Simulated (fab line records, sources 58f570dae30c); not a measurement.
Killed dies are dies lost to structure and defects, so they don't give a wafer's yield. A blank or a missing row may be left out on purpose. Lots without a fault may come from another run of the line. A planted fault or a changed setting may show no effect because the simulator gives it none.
fab line records | flow berkeley_cmos170
record lots=5 wafers=15 last_day=10
route steps=331 shown PSD@178 NSD@187 BACKSIDE@199 SDANNEAL@204 PLDD@208 NLDD@209 SILICIDE@210 CONTACT@216
lots that met no fault: from a run of the same line without faults
start_h: hours from the record's first day to the start of the lot's first wafer shown | wait_h: hours since the lot's step before | " the same as in the row above | L1.1+2: a row that stands for several wafers | - no value, or no start given | * or withheld: withheld | < > ~ a bound
route shown NAME@n: a module of which the file shows steps, and the number in the route of the first | usual: mean/standard deviation of fault-free wafers | same: alike in all rows | chamber/n: place in a boat | sites: the reading at each site | _std_site: their standard deviation | _edge_site: outer sites' mean less inner sites' | radius_mm: how far each site lies from the wafer's centre | mask NAME#n: copy n | behind: the tool/chamber that last shaped the wafer | hold: why the lot was held/for how many hours/how that ended | device: the transistor (n, p or np) that didn't switch | end of line: the same wafers' tests at the end of the route | a step without rows: its recipe alone | killed: dies lost to structure and defects at the first sort, not the wafer's yield | map: a wafer's dies, x killed, . not, _ none there
set.NAME: the setting as run; set.NAME@STEP: as run at that earlier step | model.NAME: the simulator's own value behind a step, which no gauge read
lots at some steps of the route; a table a step, a row a wafer
services: from which hour (start_h, from the record's first day; less than 0 if before it) a tool's chamber was out of use, for how many hours, and why
## steps
# step UCB170_PSD_EXPOSE_03
# recipe mask_id=PSELECT_MOD na=0.5 sigma_outer=0.6 source_shape=conventional target_cd_nm=1200 dose_mj=30.41
# usual stage_vel_mm_s=499.99/0.23
# columns lot.wafer tool chamber start_h wait_h mask stage_vel_mm_s
L076.2 krf_scanner-02 0 145.89 0.2 PSELECT_MOD#0 499.90
L076.4 " 0 " " PSELECT_MOD#0 500.22
L076.6 " 0 " " PSELECT_MOD#0 500.07
L080.1 krf_scanner-02 0 157.69 0.1 PSELECT_MOD#0 499.92
L080.2 " 0 " " PSELECT_MOD#0 500.36
L080.5 " 0 " " PSELECT_MOD#0 500.32
L083.1 krf_scanner-01 0 173.76 0.1 PSELECT_MOD#0 499.87
L083.5 " 0 " " PSELECT_MOD#0 500.55
L083.6 " 0 " " PSELECT_MOD#0 500.33
L084.1 krf_scanner-01 0 183.36 0.4 PSELECT_MOD#0 499.98
L084.2 " 0 " " PSELECT_MOD#0 500.09
L084.6 " 0 " " PSELECT_MOD#0 500.24
L087.1 krf_scanner-02 0 197.14 0.4 PSELECT_MOD#0 499.86
L087.2 " 0 " " PSELECT_MOD#0 500.03
L087.4 " 0 " " PSELECT_MOD#0 499.59
# step UCB170_PSD_PEB_04
# recipe peb_temp_c=130 peb_time_s=withheld resist=KrF
# columns lot.wafer tool chamber start_h wait_h
L076.2+4+6 litho_track-04 0 146.11 0.2
L080.1+2+5 litho_track-04 0 157.80 0.1
L083.1+5+6 litho_track-01 0 174.12 0.3
L084.1+2+6 litho_track-01 0 183.84 0.5
L087.1+2+4 litho_track-04 0 197.34 0.2
# step UCB170_PSD_DEVELOP_05
# recipe developer=TMAH develop_time_s=45 resist=KrF dev_temp_c=21
# columns lot.wafer tool chamber start_h wait_h
L076.2+4+6 litho_track-04 0 - -
L080.1+2+5 litho_track-04 0 - -
L083.1+5+6 litho_track-01 0 - -
L084.1+2+6 litho_track-01 0 - -
L087.1+2+4 litho_track-04 0 - -
# step UCB170_PSD_CD_MEAS_06
# recipe target_cd_nm=1200
# usual cd_nm=1200.2/1.5
# columns lot.wafer tool chamber start_h wait_h cd_nm
L076.2 cd_sem-02 - 146.38 - 1201.3
L076.4 " - " " 1201.9
L076.6 " - " " 1202.1
L080.1 cd_sem-01 - 158.08 - 1199.8
L080.2 " - " " 1200.9
L080.5 " - " " 1201.6
L083.1 cd_sem-02 - 174.40 - 1200.4
L083.5 " - " " 1200.4
L083.6 " - " " 1200.9
L084.1 cd_sem-01 - 184.12 - 1197.9
L084.2 " - " " 1199.5
L084.6 " - " " 1199.6
L087.1 cd_sem-02 - 197.68 - 1202.7
L087.2 " - " " 1201.6
L087.4 " - " " 1205.0
# step UCB170_PSD_OVL_MEAS_07
# usual PSD_OVL=0/4.8
# columns lot.wafer tool chamber start_h wait_h PSD_OVL[nm]
L076.2 overlay-02 - 146.49 0.1 -6
L076.4 " - " " -7
L076.6 " - " " -9
L080.1 overlay-02 - 158.20 0.1 -7
L080.2 " - " " -4
L080.5 " - " " -6
L083.1 overlay-02 - 174.52 0.1 -5
L083.5 " - " " -6
L083.6 " - " " -3
L084.1 overlay-01 - 184.24 0.1 1
L084.2 " - " " -1
L084.6 " - " " 4
L087.1 overlay-02 - 197.80 0.1 2
L087.2 " - " " -1
L087.4 " - " " 0
# step UCB170_PSD_IMPLANT_08
# recipe species=B dose_cm2=3e+15 energy_kev=20 tilt_deg=7
# usual beam_on_s=9.99/0.2
# columns lot.wafer tool chamber start_h wait_h beam_on_s
L076.2 implanter-03 0 146.54 0.0 9.97
L076.4 " 0 " " 9.78
L076.6 " 0 " " 9.96
L080.1 implanter-02 0 158.23 0.0 10.07
L080.2 " 0 " " 9.80
L080.5 " 0 " " 10.08
L083.1 implanter-04 0 174.55 0.0 9.65
L083.5 " 0 " " 9.93
L083.6 " 0 " " 9.54
L084.1 implanter-03 0 184.28 0.0 10.35
L084.2 " 0 " " 9.93
L084.6 " 0 " " 10.13
L087.1 implanter-03 0 197.84 0.0 10.04
L087.2 " 0 " " 10.01
L087.4 " 0 " " 9.78
# step UCB170_PSD_STRIP_09
# recipe chemistry=O2 power_w=400 pressure_mtorr=3500 platen_temp_c=withheld o2_flow_sccm=400 overash_fraction=0.5
# usual drypump_motor_current_A=5.85/0.13 oes_product_au=0.600/0.0048 strip_time_to_endpoint_s=29.40/0.069
# columns lot.wafer tool chamber start_h wait_h drypump_motor_current_A oes_product_au rf_hours_counter_h strip_time_to_endpoint_s
L076.2 plasma_asher-03 0 146.67 0.1 5.81 0.592 37 29.37
L076.4 " 0 " " 5.81 0.601 - 29.29
L076.6 " 0 " " 5.81 0.602 - 29.34
L080.1 plasma_asher-02 0 158.38 0.1 5.89 0.594 47 29.36
L080.2 " 1 " " 5.79 0.593 47 29.31
L080.5 " 1 " " 5.81 0.601 - 29.33
L083.1 plasma_asher-04 0 174.70 0.1 5.91 0.596 47 29.51
L083.5 " 0 " " 5.89 0.604 - 29.52
L083.6 " 1 " " 6.09 0.599 - 29.40
L084.1 plasma_asher-04 0 184.43 0.1 5.91 0.604 49 29.40
L084.2 " 1 " " 6.05 0.605 49 29.40
L084.6 " 0 " " 5.90 0.600 - 29.46
L087.1 plasma_asher-02 1 197.99 0.1 5.74 0.595 51 29.43
L087.2 " 0 " " 5.90 0.604 51 29.43
L087.4 " 1 " " 5.77 0.597 - 29.40
# step UCB170_PSD_TW_MEAS_10
# usual PSD_TW=2331/34
# columns lot.wafer tool chamber start_h wait_h PSD_TW
L076.2 film_metro-01 - 146.78 0.1 2312
L076.4 " - " " 2294
L076.6 " - " " 2298
L080.1 film_metro-03 - 158.48 0.1 2318
L080.2 " - " " 2332
L080.5 " - " " 2329
L083.1 film_metro-01 - 174.80 0.1 2309
L083.5 " - " " 2300
L083.6 " - " " 2290
L084.1 film_metro-03 - 184.53 0.1 2312
L084.2 " - " " 2306
L084.6 " - " " 2310
L087.1 film_metro-02 - 198.09 0.1 2379
L087.2 " - " " 2382
L087.4 " - " " 2384
# step UCB170_PSD_CLEAN_11
# recipe chemistry=SPM temp_c=120 time_s=600
# usual temp_c=120.01/0.13
# columns lot.wafer tool chamber start_h wait_h temp_c
L076.2 wet_bench-01 3 147.72 0.9 119.63
L076.4 " 3 " " 119.80
L076.6 " 3 " " 119.92
L080.1 wet_bench-04 3 158.54 0.1 120.07
L080.2 " 3 " " 120.18
L080.5 " 3 " " 120.09
L083.1 wet_bench-03 0 174.86 0.1 119.92
L083.5 " 0 " " 119.94
L083.6 " 0 " " 120.03
L084.1 wet_bench-01 0 184.59 0.1 120.11
L084.2 " 0 " " 119.99
L084.6 " 0 " " 119.99
L087.1 wet_bench-04 2 198.26 0.2 120.12
L087.2 " 2 " " 119.85
L087.4 " 2 " " 119.96
# step UCB170_NSD_HMDS_00
# recipe prime_time_s=60 prime_temp_c=100
# same prime_time_s=60
# columns lot.wafer tool chamber start_h wait_h
L076.2+4+6 litho_track-04 0 147.92 0.0
L080.1+2+5 litho_track-01 0 158.86 0.1
L083.1+5+6 litho_track-01 0 175.45 0.4
L084.1+2+6 litho_track-04 0 185.29 0.5
L087.1+2+4 litho_track-02 0 198.88 0.4
# step UCB170_NSD_COAT_01
# recipe resist=KrF spin_rpm=1500 resist_thk_nm=900
# columns lot.wafer tool chamber start_h wait_h
L076.2+4+6 litho_track-04 0 148.07 0.1
L080.1+2+5 litho_track-01 0 159.01 0.1
L083.1+5+6 litho_track-01 0 175.60 0.1
L084.1+2+6 litho_track-04 0 185.44 0.1
L087.1+2+4 litho_track-02 0 199.03 0.1
# step UCB170_NSD_SOFTBAKE_02
# recipe resist=KrF temp_c=130 time_s=60
# columns lot.wafer tool chamber start_h wait_h
L076.2+4+6 litho_track-04 0 148.22 0.1
L080.1+2+5 litho_track-01 0 159.16 0.1
L083.1+5+6 litho_track-01 0 175.75 0.1
L084.1+2+6 litho_track-04 0 185.59 0.1
L087.1+2+4 litho_track-02 0 199.18 0.1
# step UCB170_NSD_EXPOSE_03
# recipe mask_id=NSELECT_MOD na=0.5 sigma_outer=0.6 source_shape=conventional target_cd_nm=1200 dose_mj=30.71
# usual stage_vel_mm_s=500.05/0.22
# columns lot.wafer tool chamber start_h wait_h mask stage_vel_mm_s
L076.2 krf_scanner-02 0 148.49 0.2 NSELECT_MOD#0 499.86
L076.4 " 0 " " NSELECT_MOD#0 499.97
L076.6 " 0 " " NSELECT_MOD#0 500.21
L080.1 krf_scanner-01 0 159.31 0.1 NSELECT_MOD#0 500.36
L080.2 " 0 " " NSELECT_MOD#0 500.26
L080.5 " 0 " " NSELECT_MOD#0 500.16
L083.1 krf_scanner-02 0 176.08 0.3 NSELECT_MOD#0 500.13
L083.5 " 0 " " NSELECT_MOD#0 500.02
L083.6 " 0 " " NSELECT_MOD#0 500.23
L084.1 krf_scanner-02 0 185.87 0.2 NSELECT_MOD#0 500.35
L084.2 " 0 " " NSELECT_MOD#0 499.85
L084.6 " 0 " " NSELECT_MOD#0 500.09
L087.1 krf_scanner-01 0 199.75 0.5 NSELECT_MOD#0 500.29
L087.2 " 0 " " NSELECT_MOD#0 500.40
L087.4 " 0 " " NSELECT_MOD#0 500.15
# step UCB170_NSD_PEB_04
# recipe peb_temp_c=130 peb_time_s=withheld resist=KrF
# columns lot.wafer tool chamber start_h wait_h
L076.2+4+6 litho_track-04 0 148.62 0.1
L080.1+2+5 litho_track-02 0 159.67 0.3
L083.1+5+6 litho_track-02 0 176.26 0.2
L084.1+2+6 litho_track-01 0 186.29 0.4
L087.1+2+4 litho_track-02 0 199.94 0.2
# step UCB170_NSD_DEVELOP_05
# recipe developer=TMAH develop_time_s=45 resist=KrF dev_temp_c=21
# columns lot.wafer tool chamber start_h wait_h
L076.2+4+6 litho_track-04 0 - -
L080.1+2+5 litho_track-02 0 - -
L083.1+5+6 litho_track-02 0 - -
L084.1+2+6 litho_track-01 0 - -
L087.1+2+4 litho_track-02 0 - -
# step UCB170_NSD_CD_MEAS_06
# recipe target_cd_nm=1200
# usual cd_nm=1200.0/1.3
# columns lot.wafer tool chamber start_h wait_h cd_nm
L076.2 cd_sem-01 - 148.89 - 1200.7
L076.4 " - " " 1201.3
L076.6 " - " " 1199.9
L080.1 cd_sem-01 - 159.94 - 1202.4
L080.2 " - " " 1200.8
L080.5 " - " " 1200.1
L083.1 cd_sem-02 - 176.83 - 1201.0
L083.5 " - " " 1202.6
L083.6 " - " " 1201.0
L084.1 cd_sem-01 - 186.57 - 1199.9
L084.2 " - " " 1199.4
L084.6 " - " " 1199.2
L087.1 cd_sem-01 - 200.22 - 1199.8
L087.2 " - " " 1199.1
L087.4 " - " " 1199.1
# step UCB170_NSD_OVL_MEAS_07
# usual NSD_OVL=2/5.1
# columns lot.wafer tool chamber start_h wait_h NSD_OVL[nm]
L076.2 overlay-02 - 148.99 0.1 -3
L076.4 " - " " 0
L076.6 " - " " -3
L080.1 overlay-01 - 160.06 0.1 2
L080.2 " - " " 0
L080.5 " - " " 6
L083.1 overlay-02 - 176.95 0.1 7
L083.5 " - " " 6
L083.6 " - " " 5
L084.1 overlay-02 - 186.69 0.1 4
L084.2 " - " " 2
L084.6 " - " " 6
L087.1 overlay-02 - 200.34 0.1 -1
L087.2 " - " " 11
L087.4 " - " " 9
# step UCB170_NSD_IMPLANT_08
# recipe species=P dose_cm2=3e+15 energy_kev=40 tilt_deg=7
# usual beam_on_s=10.00/0.21
# columns lot.wafer tool chamber start_h wait_h beam_on_s
L076.2 implanter-04 0 149.05 0.0 9.94
L076.4 " 0 " " 10.21
L076.6 " 0 " " 9.83
L080.1 implanter-01 0 160.10 0.0 10.03
L080.2 " 0 " " 9.99
L080.5 " 0 " " 10.27
L083.1 implanter-03 0 176.98 0.0 10.04
L083.5 " 0 " " 9.72
L083.6 " 0 " " 9.76
L084.1 implanter-03 0 186.73 0.0 10.16
L084.2 " 0 " " 10.10
L084.6 " 0 " " 9.87
L087.1 implanter-03 0 200.38 0.0 10.32
L087.2 " 0 " " 9.77
L087.4 " 0 " " 9.81
# step UCB170_NSD_STRIP_09
# recipe chemistry=O2 power_w=400 pressure_mtorr=3500 platen_temp_c=withheld o2_flow_sccm=400 overash_fraction=0.5
# usual drypump_motor_current_A=5.80/0.26 oes_product_au=0.534/0.0046 strip_time_to_endpoint_s=35.82/0.058
# columns lot.wafer tool chamber start_h wait_h drypump_motor_current_A oes_product_au rf_hours_counter_h strip_time_to_endpoint_s
L076.2 plasma_asher-04 1 149.17 0.1 6.05 0.535 45 35.86
L076.4 " 1 " " 6.07 0.528 - 35.87
L076.6 " 1 " " 6.03 0.543 - 35.79
L080.1 plasma_asher-02 1 160.25 0.1 5.81 0.536 47 35.76
L080.2 " 0 " " 5.89 0.534 47 35.81
L080.5 " 1 " " 5.79 0.535 - 35.80
L083.1 plasma_asher-01 0 177.13 0.1 5.06 0.535 6 35.81
L083.5 " 1 " " 5.58 0.542 - 35.84
L083.6 " 0 " " 5.04 0.523 - 35.76
L084.1 plasma_asher-02 1 186.88 0.1 5.78 0.529 50 35.83
L084.2 " 0 " " 5.89 0.530 50 35.85
L084.6 " 1 " " 5.77 0.532 - 35.84
L087.1 plasma_asher-04 0 200.53 0.1 5.88 0.541 51 35.77
L087.2 " 1 " " 6.05 0.530 51 35.77
L087.4 " 1 " " 6.09 0.539 - 35.80
# step UCB170_NSD_TW_MEAS_10
# usual NSD_TW=4168/62
# columns lot.wafer tool chamber start_h wait_h NSD_TW
L076.2 film_metro-01 - 149.28 0.1 4135
L076.4 " - " " 4117
L076.6 " - " " 4129
L080.1 film_metro-01 - 160.35 0.1 4122
L080.2 " - " " 4135
L080.5 " - " " 4122
L083.1 film_metro-01 - 177.23 0.1 4161
L083.5 " - " " 4138
L083.6 " - " " 4131
L084.1 film_metro-01 - 186.98 0.1 4105
L084.2 " - " " 4114
L084.6 " - " " 4120
L087.1 film_metro-01 - 200.63 0.1 4158
L087.2 " - " " 4154
L087.4 " - " " 4157
# step UCB170_NSD_CLEAN_11
# recipe chemistry=SPM temp_c=120 time_s=600
# usual temp_c=119.98/0.13
# columns lot.wafer tool chamber start_h wait_h temp_c
L076.2 wet_bench-02 3 149.33 0.0 120.06
L076.4 " 3 " " 120.06
L076.6 " 3 " " 119.91
L080.1 wet_bench-01 1 160.41 0.1 120.13
L080.2 " 1 " " 119.97
L080.5 " 1 " " 120.02
L083.1 wet_bench-01 2 177.36 0.1 120.10
L083.5 " 2 " " 119.95
L083.6 " 2 " " 120.01
L084.1 wet_bench-02 1 187.14 0.2 120.06
L084.2 " 1 " " 119.83
L084.6 " 1 " " 119.94
L087.1 wet_bench-02 0 200.69 0.1 119.87
L087.2 " 0 " " 119.86
L087.4 " 0 " " 119.95
# step UCB170_BACKSIDE_HMDS_00
# recipe prime_time_s=60 prime_temp_c=100
# same prime_time_s=60
# columns lot.wafer tool chamber start_h wait_h
L076.2+4+6 litho_track-01 0 149.55 0.0
L080.1+2+5 litho_track-01 0 160.60 0.0
L083.1+5+6 litho_track-03 0 177.54 0.0
L084.1+2+6 litho_track-01 0 187.86 0.5
L087.1+2+4 litho_track-02 0 201.22 0.4
# step UCB170_BACKSIDE_COAT_01
# recipe resist=KrF spin_rpm=1500 resist_thk_nm=900
# columns lot.wafer tool chamber start_h wait_h
L076.2+4+6 litho_track-01 0 149.70 0.1
L080.1+2+5 litho_track-01 0 160.75 0.1
L083.1+5+6 litho_track-03 0 177.69 0.1
L084.1+2+6 litho_track-01 0 188.01 0.1
L087.1+2+4 litho_track-02 0 201.37 0.1
# step UCB170_BACKSIDE_SOFTBAKE_02
# recipe resist=KrF temp_c=130 time_s=60
# columns lot.wafer tool chamber start_h wait_h
L076.2+4+6 litho_track-01 0 149.85 0.1
L080.1+2+5 litho_track-01 0 160.90 0.1
L083.1+5+6 litho_track-03 0 177.84 0.1
L084.1+2+6 litho_track-01 0 188.16 0.1
L087.1+2+4 litho_track-02 0 201.52 0.1
# step UCB170_BACKSIDE_STRIP_03
# recipe chemistry=O2 power_w=400 pressure_mtorr=3500 platen_temp_c=withheld o2_flow_sccm=400 overash_fraction=0.5
# usual drypump_motor_current_A=5.67/0.25 oes_product_au=0.735/0.0046 strip_time_to_endpoint_s=21.94/0.05
# columns lot.wafer tool chamber start_h wait_h drypump_motor_current_A oes_product_au rf_hours_counter_h strip_time_to_endpoint_s
L076.2 plasma_asher-01 0 149.97 0.1 5.05 0.728 3 21.94
L076.4 " 0 " " 5.05 0.730 - 21.86
L076.6 " 0 " " 5.06 0.730 - 21.97
L080.1 plasma_asher-01 1 161.05 0.1 5.58 0.730 4 21.91
L080.2 " 0 " " 5.09 0.739 4 21.90
L080.5 " 0 " " 5.04 0.728 - 21.93
L083.1 plasma_asher-01 1 177.99 0.1 5.57 0.733 6 21.91
L083.5 " 1 " " 5.56 0.734 - 21.96
L083.6 " 0 " " 5.04 0.729 - 21.90
L084.1 plasma_asher-02 0 188.31 0.1 5.88 0.735 50 21.91
L084.2 " 1 " " 5.75 0.722 50 21.92
L084.6 " 0 " " 5.90 0.738 - 21.93
L087.1 plasma_asher-03 1 201.67 0.1 5.60 0.744 45 21.99
L087.2 " 0 " " 5.80 0.735 45 21.85
L087.4 " 1 " " 5.58 0.733 - 21.90
# step UCB170_BACKSIDE_CLEAN_04
# recipe chemistry=SPM temp_c=120 time_s=600
# usual temp_c=120.04/0.14
# columns lot.wafer tool chamber start_h wait_h temp_c
L076.2 wet_bench-02 0 150.07 0.1 120.06
L076.4 " 0 " " 119.89
L076.6 " 0 " " 119.98
L080.1 wet_bench-02 1 161.38 0.3 119.90
L080.2 " 1 " " 120.05
L080.5 " 1 " " 119.90
L083.1 wet_bench-02 0 178.09 0.1 120.10
L083.5 " 0 " " 120.07
L083.6 " 0 " " 119.95
L084.1 wet_bench-02 1 188.41 0.1 120.14
L084.2 " 1 " " 120.19
L084.6 " 1 " " 120.30
L087.1 wet_bench-03 2 201.77 0.1 119.97
L087.2 " 2 " " 120.02
L087.4 " 2 " " 120.05
# step UCB170_SDANNEAL_RTA_00
# recipe temp_c=900 time_s=10 ambient=N2
# usual lamp_power_pct=24.25/0.077 wafer_temp_C_max=903.7/0.76
# columns lot.wafer tool chamber start_h wait_h lamp_power_pct wafer_temp_C_max
L076.2 rtp_anneal-01 0 150.26 0.0 24.15 903.8
L076.4 " 0 " " 24.20 903.3
L076.6 " 0 " " 24.18 903.9
L080.1 rtp_anneal-01 0 161.55 0.0 24.13 903.3
L080.2 " 0 " " 24.16 902.8
L080.5 " 0 " " 24.13 903.4
L083.1 rtp_anneal-02 0 178.28 0.0 24.32 903.5
L083.5 " 0 " " 24.32 904.4
L083.6 " 0 " " 24.37 903.2
L084.1 rtp_anneal-02 0 188.62 0.0 24.33 904.8
L084.2 " 0 " " 24.28 904.2
L084.6 " 0 " " 24.32 903.2
L087.1 rtp_anneal-02 0 201.94 0.0 24.30 903.0
L087.2 " 0 " " 24.32 904.2
L087.4 " 0 " " 24.34 902.9
# step UCB170_SDANNEAL_RTA_01
# recipe temp_c=1050 time_s=5 ambient=N2
# usual lamp_power_pct=37.44/0.11 wafer_temp_C_max=1054.3/0.88
# columns lot.wafer tool chamber start_h wait_h lamp_power_pct wafer_temp_C_max
L076.2 rtp_anneal-01 0 150.33 0.1 37.29 1053.5
L076.4 " 0 " " 37.29 1053.8
L076.6 " 0 " " 37.32 1053.4
L080.1 rtp_anneal-01 0 161.62 0.1 37.29 1054.6
L080.2 " 0 " " 37.28 1054.5
L080.5 " 0 " " 37.33 1055.4
L083.1 rtp_anneal-02 0 178.34 0.1 37.54 1056.1
L083.5 " 0 " " 37.52 1055.4
L083.6 " 0 " " 37.46 1053.9
L084.1 rtp_anneal-02 0 188.69 0.1 37.54 1053.4
L084.2 " 0 " " 37.51 1053.2
L084.6 " 0 " " 37.56 1053.9
L087.1 rtp_anneal-02 0 202.01 0.1 37.50 1054.8
L087.2 " 0 " " 37.52 1052.9
L087.4 " 0 " " 37.54 1055.0
# step UCB170_SDANNEAL_RS_MEAS_02
# recipe thk_meas_gauge=four-point-probe
# usual PSD_RS=75.6/0.31
# columns lot.wafer tool chamber start_h wait_h PSD_RS[ohm/sq]
L076.2 film_metro-01 - 150.39 0.1 75.6
L076.4 " - " " 75.5
L076.6 " - " " 75.6
L080.1 film_metro-02 - 161.68 0.0 75.4
L080.2 " - " " 75.6
L080.5 " - " " 75.7
L083.1 film_metro-02 - 178.40 0.0 75.1
L083.5 " - " " 75.3
L083.6 " - " " 75.4
L084.1 film_metro-01 - 188.74 0.0 75.8
L084.2 " - " " 75.7
L084.6 " - " " 75.9
L087.1 film_metro-02 - 202.09 0.1 75.5
L087.2 " - " " 75.2
L087.4 " - " " 75.3
# step UCB170_SDANNEAL_RS_MEAS_03
# recipe thk_meas_gauge=four-point-probe
# usual NSD_RS=37.29/0.11
# columns lot.wafer tool chamber start_h wait_h NSD_RS[ohm/sq]
L076.2 film_metro-01 - 150.51 0.1 37.23
L076.4 " - " " 37.28
L076.6 " - " " 37.24
L080.1 film_metro-02 - 161.80 0.1 37.34
L080.2 " - " " 37.22
L080.5 " - " " 37.32
L083.1 film_metro-02 - 178.52 0.1 37.32
L083.5 " - " " 37.37
L083.6 " - " " 37.38
L084.1 film_metro-01 - 188.86 0.1 37.35
L084.2 " - " " 37.23
L084.6 " - " " 37.29
L087.1 film_metro-02 - 202.21 0.1 37.49
L087.2 " - " " 37.48
L087.4 " - " " 37.54
# step UCB170_SDANNEAL_RS_MEAS_04
# recipe thk_meas_gauge=four-point-probe
# usual PLDD_RS=1031.9/2.8
# columns lot.wafer tool chamber start_h wait_h PLDD_RS[ohm/sq]
L076.2 film_metro-01 - 150.63 0.1 1036.1
L076.4 " - " " 1032.2
L076.6 " - " " 1034.9
L080.1 film_metro-02 - 161.92 0.1 1030.7
L080.2 " - " " 1029.1
L080.5 " - " " 1032.4
L083.1 film_metro-02 - 178.64 0.1 1031.3
L083.5 " - " " 1030.6
L083.6 " - " " 1030.6
L084.1 film_metro-01 - 188.98 0.1 1033.0
L084.2 " - " " 1029.6
L084.6 " - " " 1030.2
L087.1 film_metro-02 - 202.33 0.1 1038.2
L087.2 " - " " 1036.7
L087.4 " - " " 1034.6
# step UCB170_SDANNEAL_RS_MEAS_05
# recipe thk_meas_gauge=four-point-probe
# usual NLDD_RS=616.6/1.5
# columns lot.wafer tool chamber start_h wait_h NLDD_RS[ohm/sq]
L076.2 film_metro-01 - 150.75 0.1 616.9
L076.4 " - " " 616.1
L076.6 " - " " 616.7
L080.1 film_metro-02 - 162.04 0.1 617.2
L080.2 " - " " 619.2
L080.5 " - " " 620.3
L083.1 film_metro-02 - 178.76 0.1 616.0
L083.5 " - " " 616.1
L083.6 " - " " 617.5
L084.1 film_metro-01 - 189.10 0.1 614.8
L084.2 " - " " 614.6
L084.6 " - " " 614.8
L087.1 film_metro-02 - 202.45 0.1 618.5
L087.2 " - " " 616.9
L087.4 " - " " 617.8
# step UCB170_SILICIDE_PRE_CLEAN_00
# recipe gas=Ar preclean_etch_time_s=60
# columns lot.wafer tool chamber start_h wait_h
L076.2+4+6 pvd_sputter-04 - 150.85 0.1
L080.1+2+5 pvd_sputter-04 - 162.16 0.1
L083.1+5+6 pvd_sputter-04 - 178.88 0.1
L084.1+2+6 pvd_sputter-02 - 189.22 0.1
L087.1+2+4 pvd_sputter-02 - 202.57 0.1
# step UCB170_SILICIDE_SPUTTER_01
# recipe material=Ti target_thk_nm=30 time_s=25.64 power_w=1500 chamber_pressure_pa=0.5
# usual throttle_valve_pct=30.1/0.85
# columns lot.wafer tool chamber start_h wait_h throttle_valve_pct
L076.2 pvd_sputter-04 - 150.92 0.0 29.0
L076.4 " - " " 30.6
L076.6 " - " " 28.6
L080.1 pvd_sputter-04 - 162.22 0.0 30.9
L080.2 " - " " 29.9
L080.5 " - " " 30.0
L083.1 pvd_sputter-04 - 178.95 0.0 28.7
L083.5 " - " " 28.8
L083.6 " - " " 30.6
L084.1 pvd_sputter-02 - 189.29 0.0 30.3
L084.2 " - " " 29.9
L084.6 " - " " 30.0
L087.1 pvd_sputter-02 - 202.64 0.0 30.1
L087.2 " - " " 30.0
L087.4 " - " " 30.2
# step UCB170_SILICIDE_RS_MEAS_02
# recipe thk_meas_gauge=four-point-probe reads=Ti_of_SILICIDE_SPUTTER_01
# usual SILICIDE_TI_RS=25.27/0.29
# columns lot.wafer tool chamber start_h wait_h SILICIDE_TI_RS[ohm/sq]
L076.2 film_metro-04 - 150.97 0.0 25.47
L076.4 " - " " 25.39
L076.6 " - " " 25.62
L080.1 film_metro-04 - 162.25 0.0 25.16
L080.2 " - " " 25.29
L080.5 " - " " 25.40
L083.1 film_metro-03 - 178.98 0.0 24.92
L083.5 " - " " 25.07
L083.6 " - " " 24.87
L084.1 film_metro-04 - 189.32 0.0 25.35
L084.2 " - " " 25.39
L084.6 " - " " 25.27
L087.1 film_metro-04 - 202.67 0.0 25.70
L087.2 " - " " 25.36
L087.4 " - " " 25.21
# step UCB170_SILICIDE_THK_MEAS_03
# recipe thk_meas_gauge=xrf reads=Ti_of_SILICIDE_SPUTTER_01
# usual SILICIDE_TI_THK=31.1/0.35
# columns lot.wafer tool chamber start_h wait_h SILICIDE_TI_THK[nm]
L076.2 film_metro-04 - 151.08 0.1 30.8
L076.4 " - " " 31.0
L076.6 " - " " 30.6
L080.1 film_metro-04 - 162.37 0.1 31.2
L080.2 " - " " 30.9
L080.5 " - " " 31.0
L083.1 film_metro-03 - 179.10 0.1 31.4
L083.5 " - " " 31.5
L083.6 " - " " 31.6
L084.1 film_metro-04 - 189.44 0.1 31.0
L084.2 " - " " 30.9
L084.6 " - " " 31.0
L087.1 film_metro-04 - 202.79 0.1 30.6
L087.2 " - " " 31.0
L087.4 " - " " 31.3
# step UCB170_SILICIDE_RTA_04
# recipe temp_c=650 time_s=15 ambient=N2
# usual lamp_power_pct=10.39/0.031 wafer_temp_C_max=652.6/0.55
# columns lot.wafer tool chamber start_h wait_h lamp_power_pct wafer_temp_C_max
L076.2 rtp_anneal-01 0 151.14 0.1 10.35 652.7
L076.4 " 0 " " 10.35 652.7
L076.6 " 0 " " 10.36 652.3
L080.1 rtp_anneal-02 0 162.43 0.1 10.41 652.4
L080.2 " 0 " " 10.43 652.6
L080.5 " 0 " " 10.42 652.1
L083.1 rtp_anneal-02 0 179.16 0.1 10.41 652.7
L083.5 " 0 " " 10.42 652.7
L083.6 " 0 " " 10.40 653.2
L084.1 rtp_anneal-01 0 189.50 0.1 10.36 652.0
L084.2 " 0 " " 10.36 652.8
L084.6 " 0 " " 10.36 651.6
L087.1 rtp_anneal-01 0 202.85 0.1 10.37 652.3
L087.2 " 0 " " 10.35 653.3
L087.4 " 0 " " 10.35 651.9
# step UCB170_SILICIDE_WET_ETCH_05
# recipe chemistry=SPM time_s=45 temp_c=120 target=Ti
# usual temp_c=119.98/0.12
# columns lot.wafer tool chamber start_h wait_h temp_c
L076.2 wet_bench-02 3 151.21 0.1 119.75
L076.4 " 3 " " 119.77
L076.6 " 3 " " 119.93
L080.1 wet_bench-02 2 162.51 0.1 119.96
L080.2 " 2 " " 120.04
L080.5 " 2 " " 120.12
L083.1 wet_bench-04 0 179.23 0.1 119.97
L083.5 " 0 " " 120.12
L083.6 " 0 " " 120.17
L084.1 wet_bench-04 3 193.03 3.5 119.99
L084.2 " 3 " " 119.90
L084.6 " 3 " " 120.15
L087.1 wet_bench-02 1 202.92 0.1 119.90
L087.2 " 1 " " 120.00
L087.4 " 1 " " 119.78
# step UCB170_CONTACT_CLEAN_00
# recipe chemistry=SPM temp_c=120 time_s=600
# usual temp_c=120.03/0.13
# columns lot.wafer tool chamber start_h wait_h temp_c
L076.2 wet_bench-03 1 151.23 0.0 120.07
L076.4 " 1 " " 120.08
L076.6 " 1 " " 120.07
L080.1 wet_bench-04 2 162.53 0.0 119.97
L080.2 " 2 " " 119.94
L080.5 " 2 " " 119.97
L083.1 wet_bench-02 1 179.25 0.0 119.89
L083.5 " 1 " " 119.93
L083.6 " 1 " " 119.88
L084.1 wet_bench-02 0 193.55 0.5 120.32
L084.2 " 0 " " 119.88
L084.6 " 0 " " 119.96
L087.1 wet_bench-02 2 202.96 0.0 120.12
L087.2 " 2 " " 120.17
L087.4 " 2 " " 120.00
## services
# columns tool chamber start_h hours kind
plasma_asher-02 - 125.12 7.6 repair
krf_scanner-01 - 127.30 1.0 pm
plasma_asher-01 - 130.21 9.0 repair
krf_scanner-02 - 135.24 0.6 repair
rtp_anneal-02 - 139.51 2.1 repair
implanter-03 - 141.61 3.2 pm
implanter-04 - 142.94 0.7 repair
krf_scanner-02 - 149.17 1.0 pm
krf_scanner-01 - 167.40 0.8 pm
plasma_asher-01 - 178.09 28.1 pm
pvd_sputter-04 - 179.33 6.0 repair
implanter-02 - 195.90 2.3 pm
## key
fault none
